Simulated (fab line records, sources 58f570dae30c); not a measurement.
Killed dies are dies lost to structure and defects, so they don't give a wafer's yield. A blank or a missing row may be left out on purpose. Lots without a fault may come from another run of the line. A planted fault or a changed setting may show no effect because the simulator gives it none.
One fault seen from 2 desks | flow berkeley_cmos170 | each desk has only its own numbers; what lay behind them comes last

THE METROLOGY DESK
What the gauges read, lot by lot, whatever tool the lot ran on: means of the sampled wafers that have a number. A lot is out of limits, marked OUT, if its mean lies more than 4 standard deviations from the usual mean; the brackets give that distance.
Columns: A = NWELL_OXIDE_THK at UCB170_NWELL_THK_MEAS_02, usual 26.2 nm; B = PSD_OVL at UCB170_PSD_OVL_MEAS_07, usual -3 nm
lot  | first seen here | A    | B
L596 | day 2 05:14     | 25.6 | 1
L597 | day 2 05:17     | 25.7 | -1
L598 | day 2 14:56     | 26.1 | -5
L599 | day 2 14:56     | 26.2 | -2
L600 | day 3 01:38     | 26.2 | -1
L601 | day 3 01:38     | 25.9 | -2
L602 | day 3 10:14     | 25.8 | -4
L604 | day 3 23:29     | 27.2 | -11
L605 | day 3 23:29     | 27.1 | 0
L606 | day 4 08:25     | 26.7 | 5
L607 | day 4 08:25     | 26.4 | -1
L610 | day 4 20:35     | 26.0 | -5
L613 | day 5 15:32     | 26.1 | 251 (+54) OUT
L618 | day 6 18:21     | 25.8 | 245 (+53) OUT
This desk's finding: out of limits on L613, L618; first on L613, day 11 11:07 (PSD_OVL at UCB170_PSD_OVL_MEAS_07). In limits: L596, L597, L598, L599, L600, L601, L602, L604, L605, L606, L607, L610.

THE TOOL OWNER'S DESK: krf_scanner-01
The tool's own readings at UCB170_PSD_EXPOSE_03 (exposes mask PSELECT MOD, target cd 1200 nm): means of the sampled wafers that have a number, for each lot that ran on this tool. A lot is out of limits, marked OUT, if its mean lies more than 4 standard deviations from the usual mean; the brackets give that distance.
Columns: A = focus_offset_nm at UCB170_PSD_EXPOSE_03, usual 0.0 nm
lot  | first seen here | A
L597 | day 7 22:17     | -0.0
L599 | day 8 07:50     | -0.4
L600 | day 8 16:18     | 0.5
L602 | day 9 17:37     | -0.8
L604 | day 9 18:09     | -0.3
L606 | day 10 04:34    | -0.2
L610 | day 10 21:26    | 0.0
L613 | day 11 10:27    | -0.1
L618 | day 12 23:25    | -0.0
This desk's finding: nothing out of limits on any of the 9 lots.

PUT TOGETHER
The metrology desk could have raised an alarm at day 11 11:07, on L613, L618.
The tool owner's desk saw nothing out of limits.
The tool owner's desk has L613, L618 on record, within its limits.
Of the lots named, all ran UCB170_PSD_EXPOSE_03 on krf_scanner-01.

WHAT THE SIMULATOR HAD PUT IN
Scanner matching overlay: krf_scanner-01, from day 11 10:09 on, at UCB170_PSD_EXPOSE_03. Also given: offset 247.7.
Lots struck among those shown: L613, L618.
Hours from the fault's start to each desk's first reading out of limits: the metrology desk, 1.
